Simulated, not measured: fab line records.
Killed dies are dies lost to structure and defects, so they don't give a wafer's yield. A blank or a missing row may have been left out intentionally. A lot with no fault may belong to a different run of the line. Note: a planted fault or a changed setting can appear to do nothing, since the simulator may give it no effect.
2 desks, one fault    flow rit-cmos    every desk sees just its own numbers, and what lay behind them comes last

THE TOOL OWNER'S DESK: implanter-03
The tool's own readings at RIT_NLDD_IMPLANT_08: means of the sampled wafers that have a number, for each lot that ran on this tool. A lot is out of limits, marked OUT, if its mean lies more than 4 standard deviations from the usual mean; the brackets give that distance.
Columns: A = dose-ions-cm2 at RIT_NLDD_IMPLANT_08, usual 4.999e+14; B = tilt-deg at RIT_NLDD_IMPLANT_08, usual 6.994 degrees
lot   first seen here  A          B
L904  day 3 11:58      4.999e+14  6.984
L908  day 4 19:34      4.997e+14  6.251 (-39) OUT
L909  day 4 22:36      4.999e+14  6.241 (-40) OUT
L912  day 5 04:12      5.004e+14  6.262 (-39) OUT
This desk finds L908, L909, L912 out of limits, L908 being first, at day 4 19:34 (tilt-deg at RIT_NLDD_IMPLANT_08). L904: within limits.

AT THE METROLOGY DESK
Lot by lot, what the gauges showed, no matter which tool ran the lot: averages of those sampled wafers that carry a number. A lot is out of limits, marked OUT, if its mean lies more than 4 standard deviations from the usual mean; the brackets give that distance.
Columns: A = NLDD_RS at RIT_SDANNEAL_RS_MEAS_07, usual 151.6 ohm/sq
lot   first seen here  A
L904  day 3 20:26      152.8
L905  day 4 03:05      151.2
L906  day 4 21:07      151.1
L915  day 6 09:29      152.2
L916  day 6 18:26      152.0
L917  day 6 20:30      151.2
L919  day 6 23:14      151.5
L920  day 7 03:37      151.7
L922  day 7 07:37      152.6
L923  day 7 11:59      151.8
L924  day 7 16:26      151.2
L927  day 8 02:22      151.1
Finding of this desk: none of the 12 lots has anything out of limits.

ALL TOGETHER
An alarm could have come from the tool owner's desk at day 4 19:34, on L908, L909, L912.
Metrology desk: nothing out of limits seen.
The metrology desk has no number on record for L908, L909, L912.
All the named lots went through RIT_NLDD_IMPLANT_08 on implanter-03.

WHAT WAS PUT IN BY THE SIMULATOR
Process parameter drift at RIT_NLDD_IMPLANT_08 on implanter-03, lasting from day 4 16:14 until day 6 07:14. The setting tilt-deg was moved by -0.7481, starting from 7. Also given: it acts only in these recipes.
Lots struck among those shown: L908, L909, L912.
Delay in hours, fault start to first out-of-limits reading, by desk: the tool owner's desk at 3.
